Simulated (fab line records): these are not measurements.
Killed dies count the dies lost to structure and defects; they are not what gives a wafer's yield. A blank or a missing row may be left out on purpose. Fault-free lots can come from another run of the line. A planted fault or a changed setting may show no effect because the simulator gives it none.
fab line records -- flow berkeley-cmos170
[record] lots = 16, wafers = 48, last-day = 14
route steps=331 shown START@1 ACTIVE@63 GATE@130
lots with no fault: from the same line, run without faults
start-h: the number of hours between the record's first day and the start of the first shown wafer of the lot -- wait-h: time in hours since the lot's previous step -- " the same as in the row above -- L1.1+2: a row that stands for several wafers -- - no value present, or no start provided -- * or withheld: withheld -- < > ~ a bound
route shown NAME@n: a module of which the file shows steps, and the number in the route of the first -- usual: the fault-free wafers' mean and standard deviation -- same: alike in all rows -- chamber/n: place in a boat -- sites: per-site readings -- _std_site: their standard deviation -- _edge_site: outer sites' mean less inner sites' -- radius-mm: for every site, how far away it sits from the centre of the wafer -- mask NAME#n: copy n -- behind: the tool/chamber that last shaped the wafer -- hold: reason for holding the lot/hours on hold/outcome of the hold -- device: whichever transistor did not switch (one of n, p or np) -- end of line: at the end of the route, the tests of the same wafers -- step lacking rows: just its recipe -- killed: at the first sort, the dies lost to defects and structure; wafer yield is something else -- map: dies across one wafer; x = killed, . = not, _ = none there
set.NAME: the setting that was run; set.NAME@STEP: the one run at that earlier step -- model.NAME: the simulator's own value behind a step, which no gauge read
route steps across a sampled set of lots; one table per step, one row per wafer
services: when a tool's chamber went out of use (start-h, in hours from the record's first day, below 0 if earlier), for how many hours, and the reason
[[steps]]
[step UCB170_START_BOW_MEAS_00]
[recipe] mode = bow
[usual] INCOMING_BOW = -1/6.2
lot.wafer,tool,chamber,start-h,wait-h,INCOMING_BOW[um]
L312.1,film-metro-02,-,10.00,-,12
L312.2,film-metro-02,-,10.00,-,-5
L312.3,film-metro-02,-,10.00,-,2
L313.2,film-metro-04,-,15.02,-,4
L313.5,film-metro-04,-,15.02,-,-8
L313.6,film-metro-04,-,15.02,-,5
L314.2,film-metro-04,-,20.02,-,-7
L314.4,film-metro-04,-,20.02,-,-2
L314.5,film-metro-04,-,20.02,-,-7
L315.2,film-metro-04,-,25.02,-,3
L315.4,film-metro-04,-,25.02,-,4
L315.5,film-metro-04,-,25.02,-,-7
L316.1,film-metro-01,-,30.00,-,-6
L316.3,film-metro-01,-,30.00,-,-4
L316.6,film-metro-01,-,30.00,-,-4
L317.2,film-metro-04,-,35.02,-,3
L317.4,film-metro-04,-,35.02,-,-3
L317.6,film-metro-04,-,35.02,-,5
L318.2,film-metro-04,-,40.02,-,-1
L318.3,film-metro-04,-,40.02,-,-6
L318.4,film-metro-04,-,40.02,-,-1
L319.3,film-metro-01,-,45.04,-,7
L319.4,film-metro-01,-,45.04,-,3
L319.5,film-metro-01,-,45.04,-,-2
L320.3,film-metro-04,-,50.04,-,8
L320.4,film-metro-04,-,50.04,-,2
L320.6,film-metro-04,-,50.04,-,7
L321.1,film-metro-01,-,55.00,-,-10
L321.2,film-metro-01,-,55.00,-,2
L321.5,film-metro-01,-,55.00,-,4
L322.1,film-metro-02,-,60.00,-,-9
L322.2,film-metro-02,-,60.00,-,0
L322.5,film-metro-02,-,60.00,-,-7
L323.2,film-metro-04,-,65.02,-,-6
L323.3,film-metro-04,-,65.02,-,-4
L323.4,film-metro-04,-,65.02,-,-7
L324.1,film-metro-04,-,70.00,-,-9
L324.3,film-metro-04,-,70.00,-,1
L324.6,film-metro-04,-,70.00,-,2
L325.1,film-metro-02,-,75.08,-,4
L325.3,film-metro-02,-,75.08,-,-2
L325.4,film-metro-02,-,75.08,-,5
L326.1,film-metro-01,-,80.09,-,-6
L326.3,film-metro-01,-,80.09,-,6
L326.4,film-metro-01,-,80.09,-,13
L335.1,film-metro-01,-,125.00,-,2
L335.4,film-metro-01,-,125.00,-,1
L335.5,film-metro-01,-,125.00,-,4
[step UCB170_ACTIVE_THK_MEAS_03]
[recipe] reads = SiO2_of_ACTIVE_OXIDATION_02
[usual] ACTIVE_OXIDE_THK = 26.2/0.37
lot.wafer,tool,chamber,start-h,wait-h,ACTIVE_OXIDE_THK[nm]
L312.1,film-metro-02,-,67.77,0.0,25.9
L312.2,film-metro-02,-,67.77,0.0,25.4
L312.3,film-metro-02,-,67.77,0.0,26.5
L313.2,film-metro-04,-,81.83,0.0,26.8
L313.5,film-metro-04,-,81.83,0.0,27.0
L313.6,film-metro-04,-,81.83,0.0,26.6
L316.1,film-metro-04,-,99.27,0.0,26.1
L316.3,film-metro-04,-,99.27,0.0,26.2
L316.6,film-metro-04,-,99.27,0.0,26.2
L314.2,film-metro-01,-,99.28,0.0,26.6
L314.4,film-metro-01,-,99.28,0.0,26.3
L314.5,film-metro-01,-,99.28,0.0,26.4
L315.2,film-metro-02,-,99.28,0.0,26.1
L315.4,film-metro-02,-,99.28,0.0,26.1
L315.5,film-metro-02,-,99.28,0.0,25.9
L317.2,film-metro-04,-,111.28,0.0,26.6
L317.4,film-metro-04,-,111.28,0.0,26.7
L317.6,film-metro-04,-,111.28,0.0,26.3
L318.2,film-metro-02,-,111.28,0.0,26.4
L318.3,film-metro-02,-,111.28,0.0,25.8
L318.4,film-metro-02,-,111.28,0.0,27.0
L319.3,film-metro-01,-,111.29,0.0,26.5
L319.4,film-metro-01,-,111.29,0.0,26.6
L319.5,film-metro-01,-,111.29,0.0,26.6
L321.1,film-metro-01,-,128.09,0.0,25.9
L321.2,film-metro-01,-,128.09,0.0,25.9
L321.5,film-metro-01,-,128.09,0.0,26.1
L320.3,film-metro-04,-,128.11,0.0,25.8
L320.4,film-metro-04,-,128.11,0.0,25.9
L320.6,film-metro-04,-,128.11,0.0,25.8
L322.1,film-metro-02,-,138.18,0.0,26.3
L322.2,film-metro-02,-,138.18,0.0,26.5
L322.5,film-metro-02,-,138.18,0.0,25.8
L324.1,film-metro-01,-,148.79,0.0,26.1
L324.3,film-metro-01,-,148.79,0.0,26.4
L324.6,film-metro-01,-,148.79,0.0,26.0
L325.1,film-metro-04,-,148.79,0.0,26.6
L325.3,film-metro-04,-,148.79,0.0,26.4
L325.4,film-metro-04,-,148.79,0.0,26.5
L323.2,film-metro-02,-,148.80,0.0,25.8
L323.3,film-metro-02,-,148.80,0.0,26.1
L323.4,film-metro-02,-,148.80,0.0,25.9
L326.1,film-metro-04,-,167.41,0.0,26.5
L326.3,film-metro-04,-,167.41,0.0,26.5
L326.4,film-metro-04,-,167.41,0.0,26.5
L335.1,film-metro-01,-,210.31,0.0,26.9
L335.4,film-metro-01,-,210.31,0.0,26.9
L335.5,film-metro-01,-,210.31,0.0,26.9
[step UCB170_ACTIVE_STRIP_16]
[recipe] chemistry = O2, power-w = 400, pressure-mtorr = 3500, platen-temp-c = withheld, o2-flow-sccm = 400, overash-fraction = 0.5
[usual] drypump-motor-current-A = 6.15/0.28, o2-flow-sccm = 400.1/1.2, oes-product-au = 0.721/0.0049, strip-time-to-endpoint-s = 18.06/0.071
lot.wafer,tool,chamber,start-h,wait-h,drypump-motor-current-A,o2-flow-sccm,oes-product-au,rf-hours-counter-h,strip-time-to-endpoint-s
L312.1,plasma-asher-03,1,78.99,0.1,5.89,401.5,0.723,30,18.20
L312.2,plasma-asher-03,0,78.99,0.1,6.58,400.5,0.722,30,18.07
L312.3,plasma-asher-03,1,78.99,0.1,5.88,401.1,0.723,-,18.09
L313.2,plasma-asher-01,1,92.04,0.1,6.25,401.1,0.709,30,18.04
L313.5,plasma-asher-01,1,92.04,0.1,6.28,400.8,0.718,-,18.00
L313.6,plasma-asher-01,0,92.04,0.1,6.30,401.1,0.717,-,18.02
L314.2,plasma-asher-01,1,109.20,0.1,6.22,397.7,0.714,32,18.12
L314.4,plasma-asher-01,0,109.20,0.1,6.27,399.8,0.715,-,18.13
L314.5,plasma-asher-01,1,109.20,0.1,6.22,400.7,0.720,-,18.10
L316.1,plasma-asher-02,0,109.48,0.1,6.21,399.4,0.723,32,18.07
L316.3,plasma-asher-02,1,109.48,0.1,5.69,399.7,0.717,-,18.15
L316.6,plasma-asher-02,1,109.48,0.1,5.68,401.6,0.716,-,18.08
L315.2,plasma-asher-01,1,109.65,0.1,6.24,402.2,0.719,32,18.03
L315.4,plasma-asher-01,0,109.65,0.1,6.28,400.6,0.726,-,17.99
L315.5,plasma-asher-01,1,109.65,0.1,6.24,400.7,0.714,-,18.05
L319.3,plasma-asher-03,1,120.31,0.1,5.87,399.7,0.721,-,18.05
L319.4,plasma-asher-03,0,120.31,0.1,6.54,399.9,0.716,-,18.02
L319.5,plasma-asher-03,1,120.31,0.1,5.87,401.5,0.721,-,18.06
L318.2,plasma-asher-01,1,120.47,0.1,6.27,402.5,0.730,34,18.20
L318.3,plasma-asher-01,1,120.47,0.1,6.25,398.9,0.724,-,18.21
L318.4,plasma-asher-01,0,120.47,0.1,6.27,399.5,0.721,-,18.20
L317.2,plasma-asher-02,1,120.73,0.1,5.68,399.6,0.715,33,18.03
L317.4,plasma-asher-02,1,120.73,0.1,5.71,398.6,0.715,-,18.10
L317.6,plasma-asher-02,1,120.73,0.1,5.69,400.5,0.713,-,18.05
L320.3,plasma-asher-03,0,138.39,0.1,6.55,399.4,0.724,-,17.99
L320.4,plasma-asher-03,1,138.39,0.1,5.88,399.2,0.723,-,17.99
L320.6,plasma-asher-03,1,138.39,0.1,5.86,397.8,0.723,-,18.02
L321.1,plasma-asher-02,1,138.90,0.1,5.68,403.3,0.725,35,18.03
L321.2,plasma-asher-02,0,138.90,0.1,6.23,399.5,0.715,35,18.04
L321.5,plasma-asher-02,0,138.90,0.1,6.21,399.8,0.719,-,18.00
L322.1,plasma-asher-01,1,147.08,0.1,6.24,401.1,0.716,37,18.04
L322.2,plasma-asher-01,0,147.08,0.1,6.28,401.1,0.714,37,17.98
L322.5,plasma-asher-01,0,147.08,0.1,6.29,401.3,0.719,-,18.12
L324.1,plasma-asher-03,1,159.34,0.1,5.87,398.3,0.721,5,18.07
L324.3,plasma-asher-03,1,159.34,0.1,5.88,400.2,0.718,-,18.05
L324.6,plasma-asher-03,0,159.34,0.1,6.59,401.6,0.716,-,18.05
L325.1,plasma-asher-02,1,159.61,0.1,5.68,400.7,0.727,37,18.18
L325.3,plasma-asher-02,1,159.61,0.1,5.67,399.6,0.726,-,18.09
L325.4,plasma-asher-02,0,159.61,0.1,6.21,400.3,0.730,-,18.14
L323.2,plasma-asher-01,1,159.97,0.1,6.25,399.4,0.716,38,18.06
L323.3,plasma-asher-01,0,159.97,0.1,6.28,401.3,0.717,-,18.07
L323.4,plasma-asher-01,1,159.97,0.1,6.25,400.5,0.721,-,17.99
L326.1,plasma-asher-02,0,180.27,0.1,6.23,400.0,0.721,39,18.09
L326.3,plasma-asher-02,1,180.27,0.1,5.69,398.7,0.726,-,17.99
L326.4,plasma-asher-02,0,180.27,0.1,6.23,398.7,0.723,-,18.11
L335.1,plasma-asher-01,0,220.14,0.1,6.29,400.4,0.717,44,18.24
L335.4,plasma-asher-01,1,220.14,0.1,6.25,400.9,0.717,-,18.15
L335.5,plasma-asher-01,0,220.14,0.1,6.27,398.1,0.723,-,18.10
[step UCB170_GATE_CVD_04]
[recipe] material = poly-Si, temp-c = 610, precursor = SiH4, time-s = 1440, pressure-mtorr = 375, target-thk-nm = 214, sih4-flow-sccm = 120
[usual] sih4-flow-sccm = 120.1/0.42, spike-tc-load-C = 634.2/1.2, zone-power-load-pct = 13.1/1.2
lot.wafer,tool,chamber,start-h,wait-h,sih4-flow-sccm,spike-tc-load-C,zone-power-load-pct
L312.1,lpcvd-01,0,132.66,0.0,120.0,634.8,12.0
L312.2,lpcvd-01,0,132.66,0.0,120.1,633.1,12.2
L312.3,lpcvd-01,0,132.66,0.0,120.1,634.0,12.1
L313.2,lpcvd-02,0,145.17,1.7,119.9,632.5,14.6
L313.5,lpcvd-02,0,145.17,1.7,120.3,633.9,14.7
L313.6,lpcvd-02,0,145.17,1.7,120.2,631.4,14.6
L314.2,lpcvd-02,0,174.13,0.0,120.3,634.1,14.1
L314.4,lpcvd-02,0,174.13,0.0,119.9,633.8,14.6
L314.5,lpcvd-02,0,174.13,0.0,120.0,632.2,14.3
L315.2,lpcvd-02,0,174.13,0.0,119.6,633.3,14.6
L315.4,lpcvd-02,0,174.13,0.0,119.9,634.3,14.8
L315.5,lpcvd-02,0,174.13,0.0,120.4,632.1,14.4
L316.1,lpcvd-02,0,174.13,0.0,120.1,632.6,14.5
L316.3,lpcvd-02,0,174.13,0.0,120.4,635.3,14.7
L316.6,lpcvd-02,0,174.13,0.0,120.0,633.8,14.5
L317.2,lpcvd-02,0,184.21,0.0,119.6,633.6,14.7
L317.4,lpcvd-02,0,184.21,0.0,119.1,634.2,14.6
L317.6,lpcvd-02,0,184.21,0.0,119.6,632.5,14.6
L318.2,lpcvd-02,0,184.21,0.0,119.6,633.6,14.4
L318.3,lpcvd-02,0,184.21,0.0,119.8,633.5,14.6
L318.4,lpcvd-02,0,184.21,0.0,119.8,633.5,14.6
L319.3,lpcvd-02,0,184.21,0.0,120.3,633.8,14.5
L319.4,lpcvd-02,0,184.21,0.0,120.7,632.8,14.7
L319.5,lpcvd-02,0,184.21,0.0,120.6,632.8,14.4
L320.3,lpcvd-01,0,197.48,0.0,120.7,633.4,12.0
L320.4,lpcvd-01,0,197.48,0.0,120.2,633.5,12.3
L320.6,lpcvd-01,0,197.48,0.0,119.7,635.4,12.1
L321.1,lpcvd-01,0,197.48,0.0,119.9,634.7,12.0
L321.2,lpcvd-01,0,197.48,0.0,120.6,634.9,12.1
L321.5,lpcvd-01,0,197.48,0.0,119.8,633.4,12.1
L322.1,lpcvd-01,0,208.64,0.1,59.9,634.3,12.0
L322.2,lpcvd-01,0,208.64,0.1,59.6,635.2,12.2
L322.5,lpcvd-01,0,208.64,0.1,59.9,633.0,11.9
L323.2,lpcvd-01,0,208.64,0.1,60.1,635.6,12.1
L323.3,lpcvd-01,0,208.64,0.1,59.7,635.6,11.8
L323.4,lpcvd-01,0,208.64,0.1,59.9,633.3,12.2
L324.1,lpcvd-01,0,208.64,0.1,59.8,632.9,12.2
L324.3,lpcvd-01,0,208.64,0.1,59.6,636.7,12.3
L324.6,lpcvd-01,0,208.64,0.1,60.0,634.8,12.1
L325.1,lpcvd-01,1,208.64,0.1,60.4,633.6,12.5
L325.3,lpcvd-01,1,208.64,0.1,60.1,634.5,12.3
L325.4,lpcvd-01,1,208.64,0.1,60.1,636.2,12.5
L326.1,lpcvd-02,0,233.58,0.0,120.1,632.1,14.5
L326.3,lpcvd-02,0,233.58,0.0,120.2,633.2,14.9
L326.4,lpcvd-02,0,233.58,0.0,120.4,632.7,14.3
L335.1,lpcvd-01,0,282.52,0.8,119.2,635.2,12.2
L335.4,lpcvd-01,0,282.52,0.8,119.1,635.2,11.9
L335.5,lpcvd-01,0,282.52,0.8,119.5,633.7,12.3
[step UCB170_GATE_THK_MEAS_05]
[recipe] reads = poly-Si_of_GATE_CVD_04
[usual] GATE_POLY_THK = 214.4/2
lot.wafer,tool,chamber,start-h,wait-h,GATE_POLY_THK[nm]
L312.1,film-metro-04,-,134.12,0.1,215.9
L312.2,film-metro-04,-,134.12,0.1,214.9
L312.3,film-metro-04,-,134.12,0.1,214.4
L313.2,film-metro-03,-,146.58,0.0,214.2
L313.5,film-metro-03,-,146.58,0.0,214.2
L313.6,film-metro-03,-,146.58,0.0,215.6
L316.1,film-metro-03,-,176.23,0.0,217.0
L316.3,film-metro-03,-,176.23,0.0,217.4
L316.6,film-metro-03,-,176.23,0.0,216.9
L314.2,film-metro-04,-,176.24,0.0,211.8
L314.4,film-metro-04,-,176.24,0.0,211.7
L314.5,film-metro-04,-,176.24,0.0,211.0
L315.2,film-metro-01,-,176.24,0.0,213.5
L315.4,film-metro-01,-,176.24,0.0,211.4
L315.5,film-metro-01,-,176.24,0.0,211.8
L318.2,film-metro-01,-,185.62,0.0,214.9
L318.3,film-metro-01,-,185.62,0.0,214.0
L318.4,film-metro-01,-,185.62,0.0,214.6
L319.3,film-metro-01,-,185.69,0.1,213.3
L319.4,film-metro-01,-,185.69,0.1,215.6
L319.5,film-metro-01,-,185.69,0.1,214.9
L317.2,film-metro-04,-,185.73,0.1,213.0
L317.4,film-metro-04,-,185.73,0.1,212.8
L317.6,film-metro-04,-,185.73,0.1,213.4
L321.1,film-metro-01,-,198.88,0.0,215.0
L321.2,film-metro-01,-,198.88,0.0,215.1
L321.5,film-metro-01,-,198.88,0.0,213.3
L320.3,film-metro-03,-,198.90,0.0,213.3
L320.4,film-metro-03,-,198.90,0.0,214.9
L320.6,film-metro-03,-,198.90,0.0,213.0
L322.1,film-metro-03,-,210.04,0.0,106.6
L322.2,film-metro-03,-,210.04,0.0,108.2
L322.5,film-metro-03,-,210.04,0.0,105.9
L325.1,film-metro-01,-,210.05,0.0,108.8
L325.3,film-metro-01,-,210.05,0.0,109.1
L325.4,film-metro-01,-,210.05,0.0,109.3
L323.2,film-metro-04,-,210.06,0.0,109.9
L323.3,film-metro-04,-,210.06,0.0,109.1
L323.4,film-metro-04,-,210.06,0.0,110.5
L324.1,film-metro-03,-,210.10,0.1,108.8
L324.3,film-metro-03,-,210.10,0.1,109.8
L324.6,film-metro-03,-,210.10,0.1,110.3
L326.1,film-metro-04,-,235.00,0.0,215.1
L326.3,film-metro-04,-,235.00,0.0,215.5
L326.4,film-metro-04,-,235.00,0.0,217.5
L335.1,film-metro-01,-,283.92,0.0,214.3
L335.4,film-metro-01,-,283.92,0.0,214.5
L335.5,film-metro-01,-,283.92,0.0,217.3
[step UCB170_GATE_ETCH_15]
[recipe] chemistry = HBr/Cl2, target = poly-Si, stop-on = SiO2, over-etch-frac = 0.3, icp-w = 300, bias-w = 150, time-s = 56.3, pressure-mtorr = 15, HBr_flow_sccm = 150, Cl2_flow_sccm = 50, target-depth-a = 2782
[usual] drypump-motor-current-A = 5.7/0.33, oes-product-au = 0.839/0.0089, throttle-valve-pct = 26.41/0.19
lot.wafer,tool,chamber,start-h,wait-h,drypump-motor-current-A,oes-product-au,rf-hours-counter-h,throttle-valve-pct
L312.1,rie-si-02,1,136.26,-,5.7,0.848,1,26.65
L312.2,rie-si-02,2,136.26,-,5.9,0.843,6,26.29
L312.3,rie-si-02,3,136.26,-,5.6,0.842,77,26.26
L313.2,rie-si-01,2,147.77,-,4.8,0.846,113,26.24
L313.5,rie-si-01,3,147.77,-,5.9,0.846,-,26.58
L313.6,rie-si-01,0,147.77,-,6.0,0.837,-,26.70
L314.2,rie-si-02,3,177.45,-,5.6,0.834,77,26.26
L314.4,rie-si-02,1,177.45,-,5.8,0.845,1,26.62
L314.5,rie-si-02,3,177.45,-,5.6,0.836,-,26.24
L316.1,rie-si-01,0,177.57,-,6.0,0.841,2,26.70
L316.3,rie-si-01,1,177.57,-,5.9,0.836,0,26.17
L316.6,rie-si-01,2,177.57,-,4.8,0.845,-,26.23
L315.2,rie-si-02,2,177.92,-,5.9,0.834,6,26.28
L315.4,rie-si-02,1,177.92,-,5.8,0.838,1,26.61
L315.5,rie-si-02,0,177.92,-,5.5,0.827,-,26.46
L318.2,rie-si-01,0,186.71,-,6.0,0.829,2,26.69
L318.3,rie-si-01,2,186.71,-,4.8,0.848,113,26.25
L318.4,rie-si-01,3,186.71,-,5.9,0.833,1,26.58
L319.3,rie-si-02,0,186.95,-,5.6,0.831,104,26.46
L319.4,rie-si-02,1,186.95,-,5.8,0.854,1,26.62
L319.5,rie-si-02,2,186.95,-,5.9,0.837,-,26.28
L317.2,rie-si-01,2,187.29,-,4.8,0.844,113,26.24
L317.4,rie-si-01,0,187.29,-,6.0,0.829,2,26.71
L317.6,rie-si-01,3,187.29,-,5.9,0.836,-,26.58
L321.1,rie-si-02,3,200.56,-,5.6,0.840,77,26.26
L321.2,rie-si-02,0,200.56,-,5.7,0.839,104,26.48
L321.5,rie-si-02,3,200.56,-,5.6,0.840,-,26.26
L320.3,rie-si-01,3,200.80,-,5.8,0.841,1,26.58
L320.4,rie-si-01,2,200.80,-,4.8,0.852,113,26.22
L320.6,rie-si-01,0,200.80,-,6.0,0.825,-,26.71
L322.1,rie-si-02,0,211.47,-,5.6,0.565,104,26.46
L322.2,rie-si-02,2,211.47,-,6.0,0.556,6,26.28
L322.5,rie-si-02,2,211.47,-,5.9,0.561,-,26.25
L323.2,rie-si-01,0,211.74,-,6.0,0.560,2,26.69
L323.3,rie-si-01,3,211.74,-,5.9,0.560,1,26.59
L323.4,rie-si-01,3,211.74,-,5.9,0.566,-,26.60
L325.1,rie-si-02,3,212.18,-,5.6,0.552,77,26.27
L325.3,rie-si-02,1,212.18,-,5.7,0.566,1,26.63
L325.4,rie-si-02,0,212.18,-,5.6,0.561,104,26.47
L324.1,rie-si-01,3,212.58,-,5.9,0.553,1,26.59
L324.3,rie-si-01,0,212.58,-,6.0,0.568,2,26.69
L324.6,rie-si-01,0,212.58,-,6.0,0.566,-,26.70
L326.1,rie-si-02,2,236.84,-,5.9,0.849,6,26.27
L326.3,rie-si-02,3,236.84,-,5.6,0.847,78,26.24
L326.4,rie-si-02,1,236.84,-,5.8,0.859,1,26.62
L335.1,rie-si-01,0,285.14,-,6.0,0.827,2,26.70
L335.4,rie-si-01,2,285.14,-,4.8,0.854,0,26.24
L335.5,rie-si-01,1,285.14,-,5.9,0.831,-,26.18
[[services]]
tool,chamber,start-h,hours,kind
rie-si-02,-,64.01,0.2,repair
rie-si-01,1,67.95,-,clean
rie-si-01,1,67.95,16.5,scheduled-down
rie-si-01,1,67.95,16.5,vent-cycle
plasma-asher-01,-,73.61,14.6,repair
plasma-asher-02,-,75.88,15.6,pm
plasma-asher-01,-,88.19,2.8,pm
plasma-asher-02,-,97.55,0.5,repair
plasma-asher-03,-,108.75,9.0,pm
plasma-asher-03,0,108.75,9.0,vent-cycle
plasma-asher-03,1,108.75,9.0,vent-cycle
rie-si-02,3,115.99,11.7,repair
plasma-asher-03,0,117.75,-,clean
lpcvd-02,-,130.34,2.8,pm
rie-si-02,-,132.20,0.6,repair
rie-si-01,0,141.15,1.4,repair
plasma-asher-03,-,158.33,0.9,repair
rie-si-02,-,165.78,1.9,repair
rie-si-01,2,203.82,-,clean
rie-si-01,2,203.82,12.7,scheduled-down
rie-si-01,2,203.82,12.7,vent-cycle
rie-si-02,0,240.69,-,clean
rie-si-02,0,240.69,16.2,scheduled-down
rie-si-02,0,240.69,16.2,vent-cycle
[[key]]
[first-sign] step = UCB170_GATE_CVD_04, reading = sih4-flow-sccm, direction = down, sigmas = 99+, usual = 120.1, struck = 59.9
[effect] step = UCB170_GATE_THK_MEAS_05, reading = GATE_POLY_THK, direction = down, sigmas = 52, usual = 214.4, struck = 108.8
[effect] step = UCB170_GATE_ETCH_15, reading = oes-product-au, direction = down, sigmas = 31, usual = 0.839, struck = 0.561
met-at UCB170_GATE_CVD_04
struck-lots L322,L323,L324,L325
tester-left-out L322,L323,L324,L325
not-acting-at UCB170_START_BOW_MEAS_00,UCB170_ACTIVE_THK_MEAS_03,UCB170_ACTIVE_STRIP_16
onset-between 197.48 208.64
[fault] kind = process-parameter-drift, tool = lpcvd-01, chamber = -, onset-h = 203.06, steps = UCB170_GATE_CVD_04, channel = sih4-flow-sccm, offset = -60, shape = step, end-h = 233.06, acts-in = these-recipes-only, stated = 120
// tester-left-out: of these lots the tester's yield and bins aren't shown, on N5 and GAA mostly nor the transistor test; their killed dies are dies lost to structure and defects alone, not to doping, threshold or leakage, so they don't give the yield
